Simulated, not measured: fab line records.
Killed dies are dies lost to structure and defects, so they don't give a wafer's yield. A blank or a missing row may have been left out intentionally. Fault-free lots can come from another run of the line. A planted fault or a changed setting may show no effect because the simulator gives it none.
fab line records	flow rit-cmos
record: lots: 5	wafers: 23
route steps=202 shown ACTIVE@7 NRETRO@61 GATE@84 NLDD@110 SPACER@128
start-h: hours from the record's opening day to when the first of the lot's shown wafers began	wait-h: hours elapsed since this lot's preceding step	" as in the row above	L1.1+2: one row covering several wafers at once	- either no value or no given start	* or withheld: withheld	< > ~ a bound
route shown NAME@n: a module of which the file shows steps, and the number in the route of the first	usual: the fault-free wafers' mean and standard deviation	same: alike in all rows	chamber/n: place in a boat	sites: readings site by site	_std_site: the values' standard deviation	_edge_site: mean of outer sites minus mean of inner sites	radius-mm: how far each site lies from the wafer's centre	mask NAME#n: copy n	behind: the last tool/chamber to shape the wafer	hold: why the lot was held/for how many hours/how that ended	device: which transistor (n, p or np) failed to switch	end of line: the tests these same wafers got at the end of their route	a step with no rows: only its recipe	killed: dies lost to structure and defects at the first sort, not the wafer's yield	map: per-die view of a wafer (x killed, . not killed, _ where there is no die)
set.NAME: the setting as run; set.NAME@STEP: as run at that earlier step	model.NAME: the simulator's own value behind a step, which no gauge read
lots whose settings were changed on purpose; a table a step, a row a wafer
== steps ==
step: RIT_ACTIVE_COAT_06
recipe: resist: NOVOLAK	spin-rpm: 3250	resist-thk-nm: 1000
lot.wafer	tool	chamber	start-h	wait-h	set.resist-thk-nm	model.NOVOLAK_of_ACTIVE_COAT_06.thk-nm
L078.1	litho-track-02	0	38.02	0.1	1000	1001
L078.2	"	0	"	"	1025	1026
L078.3	"	0	"	"	1025	1027
L078.5	"	0	"	"	1000	1002
L078.6	"	0	"	"	1025	1028
L079.1	litho-track-01	0	45.42	0.1	968.3	971.3
L079.3+4	"	0	"	"	1000	1005
L079.5	"	0	"	"	968.3	972.9
L079.6	"	0	"	"	1000	1004
L080.2	litho-track-02	0	45.47	0.1	1000	999.3
L080.3	"	0	"	"	1000	997.5
L080.4	"	0	"	"	946.4	946.7
L080.5	"	0	"	"	1000	1000
L080.6	"	0	"	"	946.4	942.6
L083.1	litho-track-01	0	58.74	0.1	1000	1005
L083.3+4	"	0	"	"	1000	1000
L083.5	"	0	"	"	1000	1003
L083.6	"	0	"	"	1000	1002
L085.1	litho-track-01	0	68.83	0.1	1000	997.3
L085.3	"	0	"	"	1000	995.9
L085.5	"	0	"	"	1000	998.2
step: RIT_ACTIVE_SOFTBAKE_07
recipe: resist: NOVOLAK	temp-c: 90	time-s: 60
step: RIT_ACTIVE_EXPOSE_08
recipe: mask-id: M1	na: 0.6	source-shape: conventional	sigma-outer: 0.6	target-cd-nm: 1400	dose-mj: 225
step: RIT_ACTIVE_DEVELOP_10
recipe: resist: NOVOLAK	develop-time-s: 48.2	dev-temp-c: 23
step: RIT_ACTIVE_HARDBAKE_12
recipe: resist: NOVOLAK	temp-c: 140	time-s: 60
lot.wafer	tool	chamber	start-h	wait-h	set.resist-thk-nm@ACTIVE_COAT_06	model.NOVOLAK_of_ACTIVE_COAT_06.thk-nm
L078.1	litho-track-04	0	38.84	0.1	1000	884.9
L078.2	"	0	"	"	1025	906.6
L078.3	"	0	"	"	1025	907.2
L078.5	"	0	"	"	1000	885.1
L078.6	"	0	"	"	1025	908.7
L079.1	litho-track-02	0	46.41	0.1	968.3	858.7
L079.3	"	0	"	"	1000	887.9
L079.4	"	0	"	"	1000	888
L079.5	"	0	"	"	968.3	860.1
L079.6	"	0	"	"	1000	887.3
L080.2	litho-track-02	0	46.73	0.1	1000	883.2
L080.3	"	0	"	"	1000	881.5
L080.4	"	0	"	"	946.4	837.1
L080.5	"	0	"	"	1000	883.8
L080.6	"	0	"	"	946.4	833.6
L083.1	litho-track-04	0	59.56	0.1	1000	888.3
L083.3	"	0	"	"	1000	883.8
L083.4	"	0	"	"	1000	884.2
L083.5	"	0	"	"	1000	886.8
L083.6	"	0	"	"	1000	885.3
L085.1	litho-track-02	0	69.78	0.1	1000	881.4
L085.3	"	0	"	"	1000	880.1
L085.5	"	0	"	"	1000	882.2
step: RIT_ACTIVE_ETCH_13
recipe: stop-on: SiO2	chemistry: SF6	target: Si3N4	time-s: 210	over-etch-frac: 0.4	SF6_flow_sccm: 200	pressure-mtorr: 260	rf-w: 125	target-depth-a: 2100
lot.wafer	tool	chamber	start-h	wait-h	set.resist-thk-nm@ACTIVE_COAT_06	model.NOVOLAK_of_ACTIVE_COAT_06.thk-nm
L078.1	rie-diel-01	2	38.99	0.1	1000	665.5
L078.2	"	0	"	"	1025	676.7
L078.3	"	3	"	"	1025	677
L078.5	"	1	"	"	1000	655.4
L078.6	"	2	"	"	1025	691.6
L079.1	rie-diel-03	2	46.56	0.1	968.3	623.8
L079.3+4	"	1,3	"	"	1000	660.2
L079.5	"	2	"	"	968.3	624.8
L079.6	"	3	"	"	1000	658.9
L080.2	rie-diel-01	1	46.86	0.1	1000	651.2
L080.3	"	0	"	"	1000	649.6
L080.4	"	3	"	"	946.4	603.1
L080.5	"	0	"	"	1000	652.8
L080.6	"	3	"	"	946.4	601.1
L083.1	rie-diel-02	0	59.71	0.1	1000	666.9
L083.3	"	2	"	"	1000	656.2
L083.4	"	1	"	"	1000	671.8
L083.5	"	2	"	"	1000	660.3
L083.6	"	3	"	"	1000	657.7
L085.1	rie-diel-03	2	69.93	0.1	1000	647.1
L085.3	"	3	"	"	1000	652.1
L085.5	"	1	"	"	1000	655.1
step: RIT_NRETRO_IMPLANT_08
recipe: species: P	energy-kev: 70	dose-cm2: 1e+13	tilt-deg: 7
lot.wafer	tool	chamber	start-h	wait-h	set.dose-cm2
L078.1+6	implanter-03	0	55.22	0.2	9.256e+12
L078.2+3+5	"	0	"	"	1e+13
L080.2+6	implanter-03	0	62.55	0.2	1e+13
L080.3+4+5	"	0	"	"	1.045e+13
L079.1+3+4	implanter-01	0	62.78	0.2	1.03e+13
L079.5+6	"	0	"	"	1e+13
L083.1+4+6	implanter-04	0	76.78	0.2	1e+13
L083.3+5	"	0	"	"	9.314e+12
L085.1+3+5	implanter-03	0	89.75	0.2	1e+13
step: RIT_NRETRO_STRIP_09
recipe: chemistry: O2	time-s: 180	resist: NOVOLAK	platen-temp-c: withheld	power-w: 500	pressure-mtorr: 4000	o2-flow-sccm: 4000
step: RIT_NRETRO_TW_MEAS_10
usual: NRETRO_TW: 1054/3.3
lot.wafer	tool	chamber	start-h	wait-h	set.dose-cm2@NRETRO_IMPLANT_08	NRETRO_TW
L078.1	film-metro-04	-	55.55	0.1	9.256e+12	1021
L078.2	"	-	"	"	1e+13	1054
L078.3	"	-	"	"	1e+13	1051
L078.5	"	-	"	"	1e+13	1055
L078.6	"	-	"	"	9.256e+12	1036
L080.2	film-metro-04	-	62.86	0.1	1e+13	1056
L080.3	"	-	"	"	1.045e+13	1067
L080.4	"	-	"	"	1.045e+13	1064
L080.5	"	-	"	"	1.045e+13	1067
L080.6	"	-	"	"	1e+13	1055
L079.1	film-metro-03	-	63.10	0.1	1.03e+13	1065
L079.3	"	-	"	"	1.03e+13	1059
L079.4	"	-	"	"	1.03e+13	1061
L079.5	"	-	"	"	1e+13	1051
L079.6	"	-	"	"	1e+13	1051
L083.1	film-metro-03	-	77.10	0.1	1e+13	1054
L083.3	"	-	"	"	9.314e+12	1027
L083.4	"	-	"	"	1e+13	1054
L083.5	"	-	"	"	9.314e+12	1029
L083.6	"	-	"	"	1e+13	1053
L085.1	film-metro-03	-	90.07	0.1	1e+13	1051
L085.3	"	-	"	"	1e+13	1049
L085.5	"	-	"	"	1e+13	1051
step: RIT_GATE_CVD_08
recipe: material: poly-Si	target-thk-nm: 250	temp-c: 610	precursor: SiH4	time-s: 2220	pressure-mtorr: 300	sih4-flow-sccm: 100
lot.wafer	tool	chamber	start-h	wait-h	set.sih4-flow-sccm	model.poly-Si_of_GATE_CVD_08.thk-nm
L078.1	-	-	-	1.3	100	248.8
L078.2+6	"	-	"	"	100	249.1
L078.3	"	-	"	"	100	248.1
L078.5	"	-	"	"	100	247.8
L080.2	-	-	-	0.0	114.1	284.8
L080.3	"	-	"	"	114.1	284.1
L080.4	"	-	"	"	114.1	285.8
L080.5	"	-	"	"	114.1	286.2
L080.6	"	-	"	"	114.1	284.5
L079.1	-	-	-	1.1	87.38	222.4
L079.3	"	-	"	"	87.38	223.7
L079.4	"	-	"	"	87.38	224.8
L079.5	"	-	"	"	87.38	222.9
L079.6	"	-	"	"	87.38	223.6
L083.1	-	-	-	2.2	85.13	212.2
L083.3	"	-	"	"	85.13	213
L083.4	"	-	"	"	85.13	213.5
L083.5	"	-	"	"	85.13	212
L083.6	"	-	"	"	85.13	211.9
L085.1	lpcvd-02	0	94.86	0.1	100	246.1
L085.3	"	0	"	"	100	248
L085.5	"	0	"	"	100	248.7
step: RIT_GATE_THK_MEAS_09
recipe: reads: poly-Si_of_GATE_CVD_08
usual: GATE_POLY_THK: 249.8/2.2
lot.wafer	tool	chamber	start-h	wait-h	set.sih4-flow-sccm@GATE_CVD_08	GATE_POLY_THK[nm]
L078.1	film-metro-02	-	-	-	100	248.8
L078.2	"	-	"	"	100	248.8
L078.3	"	-	"	"	100	248.2
L078.5	"	-	"	"	100	247.8
L078.6	"	-	"	"	100	249.2
L080.2	film-metro-02	-	-	-	114.1	285.0
L080.3	"	-	"	"	114.1	284.3
L080.4	"	-	"	"	114.1	285.8
L080.5	"	-	"	"	114.1	286.0
L080.6	"	-	"	"	114.1	284.4
L079.1	film-metro-02	-	-	-	87.38	222.5
L079.3	"	-	"	"	87.38	223.6
L079.4	"	-	"	"	87.38	224.8
L079.5	"	-	"	"	87.38	223.0
L079.6	"	-	"	"	87.38	223.8
L083.1	film-metro-03	-	-	-	85.13	212.2
L083.3	"	-	"	"	85.13	213.2
L083.4	"	-	"	"	85.13	213.4
L083.5	"	-	"	"	85.13	212.1
L083.6	"	-	"	"	85.13	211.9
L085.1	film-metro-03	-	97.29	0.0	100	246.0
L085.3	"	-	"	"	100	247.8
L085.5	"	-	"	"	100	248.6
step: RIT_GATE_EXPOSE_13
recipe: mask-id: M6	na: 0.6	source-shape: conventional	sigma-outer: 0.6	target-cd-nm: 150	dose-mj: 380
lot.wafer	tool	chamber	start-h	wait-h	mask	set.dose-mj
L078.1+2+3+5+6	iline-stepper-02	0	67.31	0.1	M6#0	380
L080.2+4	iline-stepper-02	0	69.47	0.1	M6#0	380
L080.3+5+6	"	0	"	"	M6#0	356.1
L079.1+3+4+5+6	iline-stepper-01	0	70.78	0.2	M6#0	380
L083.1+3+6	iline-stepper-01	0	86.33	0.2	M6#0	351.9
L083.4+5	"	0	"	"	M6#0	380
L085.1+3+5	iline-stepper-01	0	97.95	0.2	M6#0	380
step: RIT_GATE_PEB_14
recipe: resist: NOVOLAK	temp-c: withheld	time-s: withheld
step: RIT_GATE_DEVELOP_15
recipe: resist: NOVOLAK	develop-time-s: 52.08	dev-temp-c: 23
lot.wafer	tool	chamber	start-h	wait-h	set.dose-mj@GATE_EXPOSE_13	model.GATE.cd-nm
L078.1	litho-track-02	0	-	-	380	151.3
L078.2	"	0	"	"	380	152.6
L078.3	"	0	"	"	380	151.1
L078.5	"	0	"	"	380	153.9
L078.6	"	0	"	"	380	151.6
L080.2	litho-track-03	0	-	-	380	146.5
L080.3	"	0	"	"	356.1	181.3
L080.4	"	0	"	"	380	146.3
L080.5	"	0	"	"	356.1	182.6
L080.6	"	0	"	"	356.1	181.5
L079.1	litho-track-02	0	-	-	380	146.7
L079.3	"	0	"	"	380	148.2
L079.4	"	0	"	"	380	147.3
L079.5	"	0	"	"	380	148
L079.6	"	0	"	"	380	148.7
L083.1	litho-track-03	0	-	-	351.9	187.6
L083.3	"	0	"	"	351.9	186.3
L083.4	"	0	"	"	380	145.3
L083.5	"	0	"	"	380	146.3
L083.6	"	0	"	"	351.9	187.9
L085.1	litho-track-03	0	-	-	380	154.4
L085.3	"	0	"	"	380	154.3
L085.5	"	0	"	"	380	152.6
step: RIT_GATE_CD_MEAS_16
recipe: target-cd-nm: 150
usual: cd-nm: 150/3
lot.wafer	tool	chamber	start-h	wait-h	set.dose-mj@GATE_EXPOSE_13	cd-nm
L078.1	cd-sem-01	-	67.71	-	380	151
L078.2	"	-	"	"	380	152
L078.3	"	-	"	"	380	151
L078.5	"	-	"	"	380	154
L078.6	"	-	"	"	380	152
L080.2	cd-sem-01	-	69.87	-	380	147
L080.3	"	-	"	"	356.1	181
L080.4	"	-	"	"	380	146
L080.5	"	-	"	"	356.1	182
L080.6	"	-	"	"	356.1	182
L079.1	cd-sem-02	-	71.18	-	380	147
L079.3	"	-	"	"	380	148
L079.4	"	-	"	"	380	147
L079.5	"	-	"	"	380	148
L079.6	"	-	"	"	380	149
L083.1	cd-sem-01	-	86.74	-	351.9	188
L083.3	"	-	"	"	351.9	186
L083.4	"	-	"	"	380	146
L083.5	"	-	"	"	380	146
L083.6	"	-	"	"	351.9	188
L085.1	cd-sem-02	-	98.35	-	380	154
L085.3	"	-	"	"	380	154
L085.5	"	-	"	"	380	152
step: RIT_GATE_HARDBAKE_18
recipe: resist: NOVOLAK	temp-c: 140	time-s: 60
step: RIT_GATE_ETCH_19
recipe: chemistry: SF6/CHF3/O2	time-s: 165	SF6_flow_sccm: 30	CHF3_flow_sccm: 30	O2_flow_sccm: 5	target: poly-Si	pressure-mtorr: 40	rf-w: 160	target-depth-a: 3125	over-etch-frac: 0.25	stop-on: SiO2
usual: oes-product-au: 0.851/0.018
lot.wafer	tool	chamber	start-h	wait-h	set.sih4-flow-sccm@GATE_CVD_08	oes-product-au	model.GATE.feature-depth-nm	model.etch.depth-nm
L078.1	rie-si-02	3	68.02	0.1	100	0.863	248.8	248.8
L078.2	"	2	"	"	100	0.873	249.1	249.1
L078.3	"	0	"	"	100	0.848	248.1	248.1
L078.5	"	1	"	"	100	0.829	247.8	247.8
L078.6	"	2	"	"	100	0.865	249.1	249.1
L080.2	rie-si-01	2	70.16	0.1	114.1	0.938	284.8	284.8
L080.3	"	1	"	"	114.1	0.929	284.1	284.1
L080.4	"	0	"	"	114.1	0.891	285.8	285.8
L080.5	"	0	"	"	114.1	0.910	286.2	286.2
L080.6	"	3	"	"	114.1	0.932	284.5	284.5
L079.1	rie-si-02	2	71.49	0.1	87.38	0.809	222.4	222.4
L079.3	"	0	"	"	87.38	0.785	223.7	223.7
L079.4	"	3	"	"	87.38	0.807	224.8	224.8
L079.5	"	3	"	"	87.38	0.796	222.9	222.9
L079.6	"	2	"	"	87.38	0.806	223.6	223.6
L083.1	rie-si-02	0	87.04	0.1	85.13	0.769	212.2	212.2
L083.3	"	3	"	"	85.13	0.779	213	213
L083.4	"	3	"	"	85.13	0.773	213.5	213.5
L083.5	"	2	"	"	85.13	0.780	212	212
L083.6	"	0	"	"	85.13	0.764	211.9	211.9
L085.1	rie-si-01	1	98.66	0.1	100	0.836	246.1	246.1
L085.3	"	3	"	"	100	0.846	248	248
L085.5	"	3	"	"	100	0.843	248.7	248.7
step: RIT_GATE_STRIP_20
recipe: chemistry: O2	time-s: 180	resist: NOVOLAK	platen-temp-c: withheld	power-w: 500	pressure-mtorr: 4000	o2-flow-sccm: 4000
step: RIT_GATE_CD_MEAS_90
recipe: target-cd-nm: 150
usual: cd-nm: 150/3.1
lot.wafer	tool	chamber	start-h	wait-h	set.dose-mj@GATE_EXPOSE_13	cd-nm
L078.1	cd-sem-02	-	68.30	0.1	380	152
L078.2	"	-	"	"	380	153
L078.3	"	-	"	"	380	151
L078.5	"	-	"	"	380	154
L078.6	"	-	"	"	380	151
L080.2	cd-sem-01	-	70.46	0.1	380	146
L080.3	"	-	"	"	356.1	181
L080.4	"	-	"	"	380	146
L080.5	"	-	"	"	356.1	182
L080.6	"	-	"	"	356.1	181
L079.1	cd-sem-01	-	71.77	0.1	380	146
L079.3	"	-	"	"	380	148
L079.4	"	-	"	"	380	147
L079.5	"	-	"	"	380	148
L079.6	"	-	"	"	380	148
L083.1	cd-sem-01	-	87.33	0.1	351.9	188
L083.3	"	-	"	"	351.9	186
L083.4	"	-	"	"	380	145
L083.5	"	-	"	"	380	146
L083.6	"	-	"	"	351.9	188
L085.1	cd-sem-01	-	98.94	0.1	380	154
L085.3	"	-	"	"	380	154
L085.5	"	-	"	"	380	153
step: RIT_NLDD_HARDBAKE_07
recipe: resist: NOVOLAK	temp-c: 140	time-s: 60
lot.wafer	tool	chamber	start-h	wait-h	set.temp-c	model.NOVOLAK_of_NLDD_COAT_01.thk-nm
L078.1	litho-track-02	0	72.41	0.0	140	884.2
L078.2	"	0	"	"	140	879.8
L078.3+6	"	0	"	"	140	883.5
L078.5	"	0	"	"	140	883.9
L079.1	litho-track-04	0	77.84	0.0	144.1	875.3
L079.3	"	0	"	"	140	882.4
L079.4	"	0	"	"	140	880
L079.5	"	0	"	"	144.1	875.9
L079.6	"	0	"	"	144.1	876.4
L080.2	litho-track-03	0	77.98	0.0	140	883
L080.3	"	0	"	"	140	883.4
L080.4	"	0	"	"	140	882.3
L080.5	"	0	"	"	140	884
L080.6	"	0	"	"	140	883.5
L083.1	litho-track-02	0	92.50	0.0	142.7	877.6
L083.3	"	0	"	"	140	883
L083.4	"	0	"	"	142.7	877
L083.5	"	0	"	"	142.7	876.7
L083.6	"	0	"	"	140	881.5
L085.1	litho-track-02	0	103.26	0.0	140	884.2
L085.3	"	0	"	"	140	884.9
L085.5	"	0	"	"	140	885.6
step: RIT_SPACER_CVD_03
recipe: material: Si3N4	target-thk-nm: 250	temp-c: 810	precursor: SiH2Cl2/NH3	time-s: 3300	pressure-mtorr: 300	sih2cl2-flow-sccm: 60	nh3-flow-sccm: 150
lot.wafer	tool	chamber	start-h	wait-h	set.time-s	model.Si3N4_of_SPACER_CVD_03.thk-nm
L078.1	-	-	-	0.0	3300	251.4
L078.2+5	"	-	"	"	3300	251.2
L078.3	"	-	"	"	3300	252
L078.6	"	-	"	"	3300	250.4
L079.1	-	-	-	0.0	2925	223.1
L079.3	"	-	"	"	2925	225.3
L079.4	"	-	"	"	2925	223
L079.5	"	-	"	"	2925	223.8
L079.6	"	-	"	"	2925	221.3
L080.2	-	-	-	0.0	3300	251.3
L080.3	"	-	"	"	3300	255.1
L080.4	"	-	"	"	3300	251.8
L080.5	"	-	"	"	3300	254.3
L080.6	"	-	"	"	3300	252.5
L083.1	-	-	-	1.9	3300	251.4
L083.3	"	-	"	"	3300	250.2
L083.4	"	-	"	"	3300	249
L083.5	"	-	"	"	3300	249.6
L083.6	"	-	"	"	3300	246.1
L085.1	lpcvd-02	1	105.60	0.0	3300	253
L085.3+5	"	1	"	"	3300	251.5
step: RIT_SPACER_THK_MEAS_04
recipe: reads: Si3N4_of_SPACER_CVD_03
usual: SPACER_NITRIDE_THK: 250.1/1.9
lot.wafer	tool	chamber	start-h	wait-h	set.time-s@SPACER_CVD_03	SPACER_NITRIDE_THK[nm]
L078.1	film-metro-02	-	-	-	3300	251.2
L078.2	"	-	"	"	3300	251.3
L078.3	"	-	"	"	3300	252.0
L078.5	"	-	"	"	3300	251.1
L078.6	"	-	"	"	3300	250.5
L079.1	film-metro-03	-	-	-	2925	222.9
L079.3	"	-	"	"	2925	225.3
L079.4	"	-	"	"	2925	222.9
L079.5	"	-	"	"	2925	223.8
L079.6	"	-	"	"	2925	221.3
L080.2	film-metro-03	-	-	-	3300	251.3
L080.3	"	-	"	"	3300	255.1
L080.4	"	-	"	"	3300	251.7
L080.5	"	-	"	"	3300	254.5
L080.6	"	-	"	"	3300	252.5
L083.1	film-metro-02	-	-	-	3300	251.5
L083.3	"	-	"	"	3300	250.2
L083.4	"	-	"	"	3300	249.1
L083.5	"	-	"	"	3300	249.4
L083.6	"	-	"	"	3300	246.3
L085.1	film-metro-03	-	108.47	0.0	3300	253.1
L085.3	"	-	"	"	3300	251.5
L085.5	"	-	"	"	3300	251.7
step: RIT_SPACER_ETCHBACK_05
recipe: target-depth-a: 2500	SF6_flow_sccm: 30	CHF3_flow_sccm: 30	target: Si3N4	chemistry: SF6/CHF3	pressure-mtorr: 40	rf-w: 250	time-s: 240	stop-on: SiO2
usual: oes-product-au: 0.844/0.0084
lot.wafer	tool	chamber	start-h	wait-h	set.sih4-flow-sccm@GATE_CVD_08	set.time-s@SPACER_CVD_03	oes-product-au	model.poly-Si_of_GATE_CVD_08.thk-nm	model.etch.depth-nm	model.Si3N4_of_SPACER_CVD_03.thk-nm
L078.1	rie-diel-01	2	76.71	0.1	100	3300	0.865	168.8	251.4	199.5
L078.2	"	3	"	"	100	3300	0.840	166.8	251.2	197.4
L078.3	"	1	"	"	100	3300	0.851	166.6	252	198.7
L078.5	"	3	"	"	100	3300	0.848	165.4	251.2	197.4
L078.6	"	0	"	"	100	3300	0.840	165.7	250.4	195.9
L079.1	rie-diel-01	2	83.24	0.1	87.38	2925	0.791	143	223.1	177.2
L079.3	"	3	"	"	87.38	2925	0.785	142.2	225.3	177.4
L079.4	"	1	"	"	87.38	2925	0.775	142.4	223	174.9
L079.5	"	1	"	"	87.38	2925	0.773	140.9	223.8	175.8
L079.6	"	0	"	"	87.38	2925	0.761	140.1	221.3	172.8
L080.2	rie-diel-02	0	83.58	0.0	114.1	3300	0.851	203.6	251.3	197.9
L080.3	"	3	"	"	114.1	3300	0.861	202	255.1	200.2
L080.4	"	1	"	"	114.1	3300	0.848	205.7	251.8	199.3
L080.5	"	0	"	"	114.1	3300	0.850	205	254.3	200.3
L080.6	"	3	"	"	114.1	3300	0.858	202.9	252.5	198.5
L083.1	rie-diel-04	1	98.90	0.1	85.13	3300	0.841	128.3	251.4	196.3
L083.3	"	0	"	"	85.13	3300	0.853	125.4	250.2	192.2
L083.4	"	0	"	"	85.13	3300	0.845	125.9	249	191.4
L083.5	"	1	"	"	85.13	3300	0.835	128.1	249.6	194.8
L083.6	"	2	"	"	85.13	3300	0.827	126.3	246.1	190.8
L085.1	rie-diel-04	1	108.53	0.1	100	3300	0.843	162.2	253	197.2
L085.3	"	2	"	"	100	3300	0.842	163.7	251.5	195.8
L085.5	"	0	"	"	100	3300	0.846	161.4	251.5	193.3
== key ==
split: step: RIT_ACTIVE_COAT_06	setting: resist-thk-nm	stated: 1000	by: wafer
response: step: RIT_ACTIVE_COAT_06	reading: model.NOVOLAK_of_ACTIVE_COAT_06.thk-nm	change: +10.2	per: 1%	r: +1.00
response: step: RIT_ACTIVE_HARDBAKE_12	reading: model.NOVOLAK_of_ACTIVE_COAT_06.thk-nm	change: +8.9	per: 1%	r: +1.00
response: step: RIT_ACTIVE_ETCH_13	reading: model.NOVOLAK_of_ACTIVE_COAT_06.thk-nm	change: +9.53	per: 1%	r: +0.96
split: step: RIT_NRETRO_IMPLANT_08	setting: dose-cm2	stated: 1e+13	by: wafer
response: step: RIT_NRETRO_TW_MEAS_10	reading: NRETRO_TW	change: +3.36	per: 1%	r: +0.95
split: step: RIT_GATE_CVD_08	setting: sih4-flow-sccm	stated: 100	by: lot
response: step: RIT_GATE_CVD_08	reading: model.poly-Si_of_GATE_CVD_08.thk-nm	change: +2.4	per: 1%	r: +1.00
response: step: RIT_GATE_THK_MEAS_09	reading: GATE_POLY_THK	change: +2.39	per: 1%	r: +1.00
response: step: RIT_GATE_ETCH_19	reading: oes-product-au	change: +0.0048	per: 1%	r: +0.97
response: step: RIT_GATE_ETCH_19	reading: model.GATE.feature-depth-nm	change: +2.4	per: 1%	r: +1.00
response: step: RIT_GATE_ETCH_19	reading: model.etch.depth-nm	change: +2.4	per: 1%	r: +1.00
response: step: RIT_SPACER_ETCHBACK_05	reading: model.poly-Si_of_GATE_CVD_08.thk-nm	change: +2.49	per: 1%	r: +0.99
split: step: RIT_GATE_EXPOSE_13	setting: dose-mj	stated: 380	by: wafer
response: step: RIT_GATE_DEVELOP_15	reading: model.GATE.cd-nm	change: -5.62	per: 1%	r: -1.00
response: step: RIT_GATE_CD_MEAS_16	reading: cd-nm	change: -5.59	per: 1%	r: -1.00
response: step: RIT_GATE_CD_MEAS_90	reading: cd-nm	change: -5.61	per: 1%	r: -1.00
split: step: RIT_NLDD_HARDBAKE_07	setting: temp-c	stated: 140	by: wafer
response: step: RIT_NLDD_HARDBAKE_07	reading: model.NOVOLAK_of_NLDD_COAT_01.thk-nm	change: -2.09	per: 1%	r: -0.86
split: step: RIT_SPACER_CVD_03	setting: time-s	stated: 3300	by: lot
response: step: RIT_SPACER_CVD_03	reading: model.Si3N4_of_SPACER_CVD_03.thk-nm	change: +2.46	per: 1%	r: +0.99
response: step: RIT_SPACER_THK_MEAS_04	reading: SPACER_NITRIDE_THK	change: +2.47	per: 1%	r: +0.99
response: step: RIT_SPACER_ETCHBACK_05	reading: oes-product-au	change: +0.00613	per: 1%	r: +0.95
response: step: RIT_SPACER_ETCHBACK_05	reading: model.etch.depth-nm	change: +2.46	per: 1%	r: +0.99
response: step: RIT_SPACER_ETCHBACK_05	reading: model.Si3N4_of_SPACER_CVD_03.thk-nm	change: +1.84	per: 1%	r: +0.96
